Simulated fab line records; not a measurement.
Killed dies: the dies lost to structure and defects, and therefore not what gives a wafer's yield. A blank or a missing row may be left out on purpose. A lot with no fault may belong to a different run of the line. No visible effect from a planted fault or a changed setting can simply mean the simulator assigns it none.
Code-filled problem report in 8D (eight disciplines) form / flow berkeley_cmos170 / the parts of the form that need people (team, actions taken, sign-off) are left out

== 1. WHAT WENT WRONG ==
Wafers free of any fault read 1242 (standard deviation 5.8) for NWELL_TW at UCB170_NWELL_TW_MEAS_16, against a mean of 1213 on 9 wafers of 3 lots. That is -5.0 standard deviations from the usual mean.
First observed at day 3 11:31: wafer L961.3, on film_metro-03. The record has a number at this step for 45 wafers belonging to 15 lots. Rule for "out", or "out of limits": more than 4 standard deviations from the usual mean. All remaining wafers that have a number are taken as sound.

== 2. WHAT IT IS, WHAT IT ISN'T ==
question=which readings at this step | is=NWELL_TW | is not=-
question=which lots | is=L960, L961, L963 | is not=L955, L956, L958, L959, L962, L968, L971, L972, L974, L976, L977, L978
question=which wafers of those lots | is=all that have a number | is not=-
question=read on which gauges | is=film_metro-02, film_metro-03 | is not=film_metro-04
question=when | is=from day 3 11:31 | is not=up to then (12 sound wafers); but 24 sound wafers of L962, L968, L971, L972, L974, L976, L977, L978 came after

== 3. WHAT RULES OUT EACH SUSPECT ==
Counting: any tool at a process step up to the reading is kept as a suspect provided that every lot that is out went through it and no sound lot did after the first of them.
- the gauge at UCB170_NWELL_TW_MEAS_16 is ruled out. 2 gauges (film_metro-02, film_metro-03) read the wafers that are out.
- implanter-01 at UCB170_NWELL_IMPLANT_14: kept. It ran every lot that is out, first L961 (day 3 11:18), and no sound lot after that; its last sound lot up to then is L959 (day 3 06:18). On those wafers its own readings are out: dose_ions_cm2.
The count leaves implanter-01 at UCB170_NWELL_IMPLANT_14.

== 4. THE CAUSE (what the simulator had put in) ==
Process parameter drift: implanter-01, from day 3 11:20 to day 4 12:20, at UCB170_NWELL_IMPLANT_14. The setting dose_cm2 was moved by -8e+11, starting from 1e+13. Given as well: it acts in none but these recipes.
After counting, this tool was the only one left.

== 5. THE EFFECT CHAIN, in route order ==
Each row: a reading where the mean over the struck wafers with a number is more than 3 standard deviations away from the usual. Only readings whose record carries a usual standard deviation are examined. hours: median over the lots of the time between each lot's start at the first step of this table that gives one and its start at this step. sigmas: the change, counted in usual standard deviations.
hours=0; step=UCB170_NWELL_IMPLANT_14; reading=dose_ions_cm2; usual=1.0001e+13; on struck wafers=9.2033e+12; change=-7.9767e+11; sigmas=-81
hours=0; step=UCB170_NWELL_IMPLANT_14; reading=faraday_current_uA; usual=31.7; on struck wafers=29.2; change=-2.5; sigmas=-4.0
hours=0; step=UCB170_NWELL_TW_MEAS_16; reading=NWELL_TW; usual=1242; on struck wafers=1213; change=-29; sigmas=-5.0
Process steps it contains:
- UCB170_NWELL_IMPLANT_14
At these later measuring or inspecting steps, every struck wafer for which the step has a row has a number for every such reading, and none has moved that far: UCB170_GATE_THK_MEAS_02, UCB170_GATE_CD_MEAS_90.

== 6. WHAT WOULD HAVE CAUGHT IT SOONER ==
In this record the first reading out of limits at a measuring or inspecting step was taken at day 3 11:31, 0 hours after the fault began at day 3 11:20.
Tool's own readings at UCB170_NWELL_IMPLANT_14, dose_ions_cm2: out on all struck wafers the step has rows for; an alarm limit on them would have tripped on the first.
Of the lots that are out (3), L963 began UCB170_NWELL_IMPLANT_14 on implanter-01 after day 3 11:31. Putting the tool on hold at that point would have spared it.
